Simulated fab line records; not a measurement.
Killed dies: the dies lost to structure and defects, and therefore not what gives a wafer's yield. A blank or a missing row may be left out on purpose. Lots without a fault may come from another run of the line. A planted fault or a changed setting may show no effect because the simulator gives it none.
A struck lot beside a sound one :: flow rit-cmos :: 15 out of 202 route steps
Sound: the wafers L763.1, L763.4, L763.6. Struck: wafers L773.1, L773.6 (left out: L773.3, a lot-mate that was not struck); the cause follows at the end.
Each step with rows lists, per side, the tool, then ch with its chambers, then its first start. Under that, the readings that differ: sound wafers :: struck wafers :: difference of the means :: sigmas: that difference in standard deviations of wafers without a fault.
alike: readings whose means differ by less than 2 such deviations, and words and numbers that are the same on both sides. not compared: withheld readings, readings that some wafer has no value for, bounds like >300 that may hide the same value, and numbers for which the record gives no deviation and whose values overlap.
Wherever a step has rows on one side only, a row that says differs or no value, or a row with sigmas, the two part there. When numbers do not overlap yet have no deviation, they are printed without sigmas and do not part them. A reading missing from all wafers of one side parts the sides only when that side holds two or more wafers.

first, 1 step without rows for these wafers: RIT_NWELL_IMPLANT_08.
RIT_NWELL_STRIP_09: strips in O2, time 180 s.
  sound on plasma-asher-02 ch 0,1, day 2 17:47; struck on plasma-asher-02 ch 1, day 4 16:35
  alike: drypump-motor-current-A, o2-flow-sccm
  not compared: rf-hours-counter-h
RIT_NWELL_TW_MEAS_10:
  sound on film-metro-03, day 2 17:57; struck on film-metro-03, day 4 16:46
  alike: NWELL_TW
then, 6 steps without rows for these wafers: RIT_PWELL_HMDS_00 (prime time 60 s); RIT_PWELL_COAT_01 (resist thk 1300 nm); RIT_PWELL_SOFTBAKE_02 (time 60 s); RIT_PWELL_EXPOSE_03 (exposes mask M3, target cd 43700 nm); RIT_PWELL_PEB_04; RIT_PWELL_DEVELOP_05 (develop time 68 s).
RIT_PWELL_OVL_MEAS_06:
  sound on overlay-01, day 2 19:11; struck on overlay-02, day 4 17:43
  alike: PWELL_OVL
then, 2 steps without rows for these wafers: RIT_PWELL_HARDBAKE_07 (time 120 s); RIT_PWELL_IMPLANT_08.
RIT_PWELL_STRIP_09: strips in O2, time 180 s.
  sound on plasma-asher-01 ch 0,1, day 2 19:37; struck on plasma-asher-01 ch 1, day 4 18:09
reading: o2-flow-sccm (sccm)
sound: 4013 4020 3990
struck: 6019 6003
difference: +2003
sigmas: +99 or more
  alike: drypump-motor-current-A
  not compared: rf-hours-counter-h
RIT_PWELL_TW_MEAS_10:
  sound on film-metro-01, day 2 19:47; struck on film-metro-03, day 4 18:19
  alike: PWELL_TW
RIT_M1_PROBE_99:
  sound on prober-02, day 4 12:43; struck on prober-01, day 6 08:23
reading: killed-short
sound: 8 6 6
struck: 4 1
difference: -4
sigmas: -2
  alike: killed-at-contacts, killed-at-front-end, killed-dies, killed-on-rim, killed-open

== WHERE THEY PART ==
First at RIT_PWELL_STRIP_09; last, within this record, at RIT_M1_PROBE_99.

WHY: what the simulator had put in
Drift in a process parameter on plasma-asher-01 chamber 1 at RIT_PWELL_STRIP_09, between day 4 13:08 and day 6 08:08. A move of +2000 in setting o2-flow-sccm, from 4000. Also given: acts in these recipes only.
